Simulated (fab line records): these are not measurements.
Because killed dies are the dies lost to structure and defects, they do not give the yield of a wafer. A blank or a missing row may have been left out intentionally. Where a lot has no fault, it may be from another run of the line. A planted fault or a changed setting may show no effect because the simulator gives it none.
Struck lot and sound lot, side by side    flow ritCmos    34 out of 202 route steps
Sound: the wafers L534.2, L534.4, L534.5. Wafers struck: L545.3, L545.4, L545.6. Last of all comes the cause.
Each step with rows lists, per side, the tool, then ch with its chambers, then its first start. Under that, the readings that differ: sound wafers    struck wafers    difference of the means    sigmas: that difference in standard deviations of wafers without a fault.
alike: words and numbers the same on both sides, and readings whose means are apart by under 2 such deviations; not compared: readings that were withheld, readings missing a value for some wafer, numbers with overlapping values and no deviation given by the record, and bounds like >300 which may hide the same value.
A row with sigmas, a row that says differs or no value, or rows on one side alone: a step with any of these is where the two part. When numbers do not overlap yet have no deviation, they are printed without sigmas and do not part them. A reading missing from all wafers of one side parts the sides only when that side holds two or more wafers.

first, 2 steps without rows for these wafers: RIT_SPACER_CLEAN_02 (cleans in SC2, time 600 s); RIT_SPACER_CVD_03 (deposits Si3N4 from SiH2Cl2/NH3, target thk 250 nm, time 3300 s).
RIT_SPACER_THK_MEAS_04:
  sound: filmMetro-01 at day 3 14:21; struck: filmMetro-04 at day 5 18:28
  alike: SPACER_NITRIDE_THK
RIT_SPACER_ETCHBACK_05: etches Si3N4 in SF6/CHF3, stops on SiO2, target depth 250 nm, time 240 s.
  sound on rieDiel-01 ch 0,1,3, day 3 14:24; struck on rieDiel-01 ch 1,2, day 5 18:30
  alike: chamberPressureMTorr, drypumpMotorCurrentA, oesProductAu, throttleValvePct
  not compared: rfHoursCounterH
then, 6 steps without rows for these wafers: RIT_NSD_HMDS_00 (prime time 60 s); RIT_NSD_COAT_01 (resist thk 1000 nm); RIT_NSD_SOFTBAKE_02 (time 60 s); RIT_NSD_EXPOSE_03 (exposes mask M9, target cd 40700 nm); RIT_NSD_PEB_04; RIT_NSD_DEVELOP_05 (develop time 50 s).
RIT_NSD_OVL_MEAS_06:
  sound: overlay-01 at day 3 15:34; struck: overlay-01 at day 5 19:31
  alike: NSD_OVL
then, 1 step without rows for these wafers: RIT_NSD_HARDBAKE_07 (time 60 s).
RIT_NSD_IMPLANT_08:
  sound on implanter-04 ch 0, day 3 15:46; struck on implanter-02 ch 0, day 5 19:44
reading           sound            struck             difference  sigmas
beamOnS (s)       10.17 9.70 9.93  14.11 14.07 13.97  +4.12       +22
faradayCurrentUA  3080 3224 3151   2210 2221 2239     -928        -16
  alike: beamEnergyKeV, endStationPressureTorr
RIT_NSD_STRIP_09: strips in O2, time 180 s.
  sound on plasmaAsher-03 ch 0,1, day 3 15:54; struck on plasmaAsher-01 ch 0,1, day 5 19:53
  alike: chamberPressureMTorr, drypumpMotorCurrentA
  not compared: rfHoursCounterH
RIT_NSD_TW_MEAS_10:
  sound: filmMetro-02 at day 3 16:05; struck: filmMetro-03 at day 5 20:02
reading  sound           struck          difference  sigmas
NSD_TW   3089 3063 3075  3412 3418 3402  +335        +9
then, 6 steps without rows for these wafers: RIT_PSD_HMDS_00 (prime time 60 s); RIT_PSD_COAT_01 (resist thk 1000 nm); RIT_PSD_SOFTBAKE_02 (time 60 s); RIT_PSD_EXPOSE_03 (exposes mask M10, target cd 40900 nm); RIT_PSD_PEB_04; RIT_PSD_DEVELOP_05 (develop time 50 s).
RIT_PSD_OVL_MEAS_06:
  sound: overlay-01 at day 3 17:22; struck: overlay-01 at day 5 21:06
  alike: PSD_OVL
then, 2 steps without rows for these wafers: RIT_PSD_HARDBAKE_07 (time 60 s); RIT_PSD_IMPLANT_08.
RIT_PSD_STRIP_09: strips in O2, time 180 s.
  sound on plasmaAsher-02 ch 1, day 3 17:41; struck on plasmaAsher-04 ch 0,1, day 5 21:29
  alike: chamberPressureMTorr, drypumpMotorCurrentA
  not compared: rfHoursCounterH
RIT_PSD_TW_MEAS_10:
  sound: filmMetro-04 at day 3 17:52; struck: filmMetro-03 at day 5 21:37
  alike: PSD_TW
then, 3 steps without rows for these wafers: RIT_SDANNEAL_CLEAN_00 (cleans in SC1, time 600 s); RIT_SDANNEAL_CLEAN_01 (cleans in dHF, time 30 s); RIT_SDANNEAL_CLEAN_02 (cleans in SC2, time 600 s).
RIT_SDANNEAL_RTA_03: time 5 s.
  sound on rtpAnneal-02 ch 0, day 3 18:18; struck on rtpAnneal-02 ch 0, day 5 22:03
  alike: annealTempCMax, rampDownCPerS, wafer_temp_C_max
RIT_SDANNEAL_RS_MEAS_04: uses a four-point probe to measure.
  sound: filmMetro-03 at day 3 18:22; struck: filmMetro-04 at day 5 22:07
  alike: PSD_RS
RIT_SDANNEAL_RS_MEAS_05: uses a four-point probe to measure.
  sound: filmMetro-03 at day 3 18:29; struck: filmMetro-04 at day 5 22:14
reading          sound              struck             difference  sigmas
NSD_RS (ohm/sq)  84.45 84.40 84.31  64.12 63.95 64.01  -20.36      -73
RIT_SDANNEAL_RS_MEAS_06: uses a four-point probe to measure.
  sound: filmMetro-03 at day 3 18:37; struck: filmMetro-04 at day 5 22:22
  alike: PLDD_RS
RIT_M1_PROBE_99:
  sound: prober-01 at day 4 02:05; struck: prober-02 at day 6 05:40
reading                              sound              struck             difference  sigmas
model.etest.nmos_0p3.rOnOhmUm        2128 2138 2135     1985 2003 1996     -139        
model.etest.nmos_0p15.rOnOhmUm       1081 1109 1127     1015 1011 1016     -92         
model.etest.nmosNarrow.driveUaUm     229.1 231.4 232.9  247.6 245.6 243.6  +14.5       
model.etest.contactNplus.endOhmUm    39.74 40.85 40.63  24.48 24.32 24.4   -16.01      
model.etest.nmos_0p3.driveUaUm       224.9 227 227.6    248.6 245.2 244.2  +19.5       
model.etest.nmos_0p15.toxInvNm (nm)  4.521 4.449 4.455  4.11 4.138 4.175   -0.33       
model.etest.diodeNplusComb.cjFfUm2   2.609 2.65 2.659   2.712 2.715 2.72   +0.076      
  alike: killedAtContacts, killedAtFrontEnd, killedDies, killedOpen, killedShort
  not compared: model.etest.npolyLine.rsOhmSq

== WHERE THEY PART ==
Last at RIT_SDANNEAL_RS_MEAS_05 as far as this record goes, first at RIT_NSD_IMPLANT_08. Later steps at which nothing parts them and some readings are alike: RIT_SDANNEAL_RS_MEAS_06, RIT_M1_PROBE_99.

WHY: what had been put in by the simulator
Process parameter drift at RIT_NSD_IMPLANT_08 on implanter-02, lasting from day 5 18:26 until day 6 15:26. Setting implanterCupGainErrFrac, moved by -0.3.
